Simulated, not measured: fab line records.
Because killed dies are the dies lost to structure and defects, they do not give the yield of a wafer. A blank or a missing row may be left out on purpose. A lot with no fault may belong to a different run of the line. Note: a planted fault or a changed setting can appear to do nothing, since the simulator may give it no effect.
Which tool was responsible? + flow berkeleyCmos170 + route of 331 steps, sampled at 1 step: 14 lots, 42 wafers

## WHAT THE GAUGES READ, wafer by wafer
UCB170_PVT_OVL_MEAS_06. Usual: for PVT_OVL the level is 4 nm and the standard deviation is 4.8.
| lot  | measured     | on         | PVT_OVL (nm) | flag |
|------|--------------|------------|--------------|------|
| L216 | day 6 16:22  | overlay-01 | 0 5 8        |      |
| L218 | day 7 05:41  | overlay-01 | -1 -1 5      |      |
| L219 | day 7 06:14  | overlay-01 | 9 2 0        |      |
| L217 | day 7 06:47  | overlay-01 | 5 9 3        |      |
| L220 | day 7 17:19  | overlay-02 | 7 15 9       |      |
| L222 | day 7 22:05  | overlay-01 | 5 10 1       |      |
| L223 | day 7 22:38  | overlay-02 | -1 0 3       |      |
| L229 | day 8 16:42  | overlay-02 | 0 -2 8       |      |
| L228 | day 8 16:48  | overlay-02 | -2 3 3       |      |
| L230 | day 9 06:59  | overlay-02 | 7 3 8        |      |
| L232 | day 9 07:11  | overlay-02 | 11 13 -1     |      |
| L234 | day 10 05:17 | overlay-02 | 0 -4 -3      |      |
| L237 | day 10 15:16 | overlay-01 | 8 -1 12      |      |
| L238 | day 11 08:10 | overlay-02 | 5 9 3        |      |

## EACH LOT AND THE TOOL THAT RAN IT (in order: tool; ch and the chambers of the sampled wafers; start)
No process step before these readings appears in the record.

## AS READ BY THE TOOLS THEMSELVES (means over the sampled wafers that have a number; for cases with no such wafer, the mark the record gives instead)
The record holds no such reading with a usual standard deviation.

## THE ANSWER, worked out from the rows above alone
Rule: a lot counts as off when the mean over its wafers that have a number is more than 3 standard deviations away from the usual mean. Also off: a lot with no number at a reading for which 4 or more lots have one. Any other lot the step has rows for is counted as sound. Order of review: gauges by route order, followed by the tools' own readings, for which a lot's mean as printed above is used. The first step at which some lot is off is used, and at that step the reading that is off furthest; a lot without a number counts as furthest.
No lot is off at any reading shown: from this, nothing can be told.

## WHAT THE SIMULATOR HAD INSERTED
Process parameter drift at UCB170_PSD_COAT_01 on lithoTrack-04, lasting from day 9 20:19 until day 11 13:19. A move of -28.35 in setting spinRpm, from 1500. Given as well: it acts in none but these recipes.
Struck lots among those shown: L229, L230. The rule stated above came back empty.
